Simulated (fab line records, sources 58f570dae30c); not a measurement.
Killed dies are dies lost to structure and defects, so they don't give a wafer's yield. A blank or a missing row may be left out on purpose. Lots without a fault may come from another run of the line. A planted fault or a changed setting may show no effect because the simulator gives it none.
Split-lot experiment | flow berkeley_cmos170 | 5 lots, 23 wafers read, on a route of 331 steps

THE SPLIT
At UCB170_PVT_COAT_01 (resist thk 900 nm), the setting spin_rpm was moved away from the recipe's 1500 rpm on 9 of the 23 wafers read, by -3.1% to +6.5%. The other wafers ran this setting at the recipe's value.

The reading is taken at the split's own step.

THE READING
KrF_of_PVT_COAT_01.thk_nm (the simulator's own value, which no gauge read), in nm, at UCB170_PVT_COAT_01 (resist thk 900 nm). The file gives no usual value for it. The 14 wafers here that ran the recipe average 902.5 nm, standard deviation 2.6 nm.

wafer  | tool, chamber at the split | spin_rpm as run, rpm | against the recipe | KrF_of_PVT_COAT_01.thk_nm, nm | against lot-mates on the recipe
L076.2 | litho_track-04, 0          | 1500                 | recipe             | 900                           | -
L076.3 | litho_track-04, 0          | 1500                 | recipe             | 899.9                         | -
L076.4 | litho_track-04, 0          | 1500                 | recipe             | 899.8                         | -
L081.1 | litho_track-03, 0          | 1500                 | recipe             | 905.8                         | -
L081.2 | litho_track-03, 0          | 1500                 | recipe             | 906.5                         | -
L081.3 | litho_track-03, 0          | 1453                 | -3.1%              | 917.3                         | +11.1
L081.5 | litho_track-03, 0          | 1453                 | -3.1%              | 916                           | +9.9
L081.6 | litho_track-03, 0          | 1453                 | -3.1%              | 919.2                         | +13.1
L083.1 | litho_track-01, 0          | 1578                 | +5.2%              | 878.7                         | -20.7
L083.2 | litho_track-01, 0          | 1500                 | recipe             | 900.6                         | -
L083.3 | litho_track-01, 0          | 1500                 | recipe             | 898.2                         | -
L083.4 | litho_track-01, 0          | 1578                 | +5.2%              | 876.5                         | -22.9
L083.6 | litho_track-01, 0          | 1578                 | +5.2%              | 877                           | -22.4
L084.1 | litho_track-03, 0          | 1500                 | recipe             | 903.3                         | -
L084.2 | litho_track-03, 0          | 1597                 | +6.5%              | 868.9                         | -34.3
L084.4 | litho_track-03, 0          | 1597                 | +6.5%              | 874.3                         | -28.9
L084.5 | litho_track-03, 0          | 1500                 | recipe             | 903.1                         | -
L084.6 | litho_track-03, 0          | 1597                 | +6.5%              | 875.7                         | -27.5
L082.1 | litho_track-01, 0          | 1500                 | recipe             | 904.4                         | -
L082.2 | litho_track-01, 0          | 1500                 | recipe             | 903.7                         | -
L082.3 | litho_track-01, 0          | 1500                 | recipe             | 903.7                         | -
L082.4 | litho_track-01, 0          | 1500                 | recipe             | 905.9                         | -
L082.5 | litho_track-01, 0          | 1500                 | recipe             | 900.6                         | -

THE FIT
A straight line over all 23 wafers: KrF_of_PVT_COAT_01.thk_nm changes by -4.69 nm for each +1% of spin_rpm; r = -0.99; the points scatter about the line by 2.5 nm.
The same after taking each lot's own level away (the mean of its wafers on the recipe; 23 wafers): -4.34 nm for each +1%; r = -0.99; scatter 1.9 nm.
On that fit, the largest move of spin_rpm shifts the reading by 28 nm.
The lots' own levels span 899.40 to 906.15 nm, that is 2.6 times the standard deviation above.
So the lot-to-lot level changes the slope little: the two slopes agree.
Check: with one of the wafers moved furthest among these (+6.5%) left out of the fit, the line predicts -27.3 nm for it against its lot-mates. It came out at -34.3 nm against them.

OTHER SPLITS ON THESE WAFERS
These wafers also went through other splits before the reading. Each is held against what the fit with the lots' levels taken away leaves over:
other split on the same wafers       | wafers away from the commonest value | r with KrF_of_PVT_COAT_01.thk_nm (lot level and that fit taken away)
UCB170_NWELL_OXIDATION_01 ox_time_s  | 10                                   | +0.06
UCB170_PWELL_IMPLANT_15 dose_cm2     | 7                                    | -0.09
UCB170_ACTIVE_PEB_11 peb_temp_c      | 12                                   | -0.24
UCB170_ACTIVE_ETCH_15 over_etch_frac | 9                                    | -0.39
UCB170_PFIELD_COAT_01 resist_thk_nm  | 6                                    | -0.26
UCB170_PFIELD_SOFTBAKE_02 temp_c     | 7                                    | +0.17
UCB170_NVT_IMPLANT_07 energy_kev     | 7                                    | +0.25

THE WHOLE CHAIN: every reading that the file lists as answering this split, in the file's order
step                | what it does      | reading                                                                    | change (the file's fit)              | r (the file's)
UCB170_PVT_COAT_01  | resist thk 900 nm | KrF_of_PVT_COAT_01.thk_nm (the simulator's own value, which no gauge read) | -4.39 nm for each +1% of the setting | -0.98
UCB170_PVT_STRIP_08 | strips in O2      | strip_time_to_endpoint_s                                                   | withheld for each +1% of the setting | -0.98

THE FILE'S OWN FIT
KrF_of_PVT_COAT_01.thk_nm changes by -4.39 nm for each +1% of spin_rpm, r = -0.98.
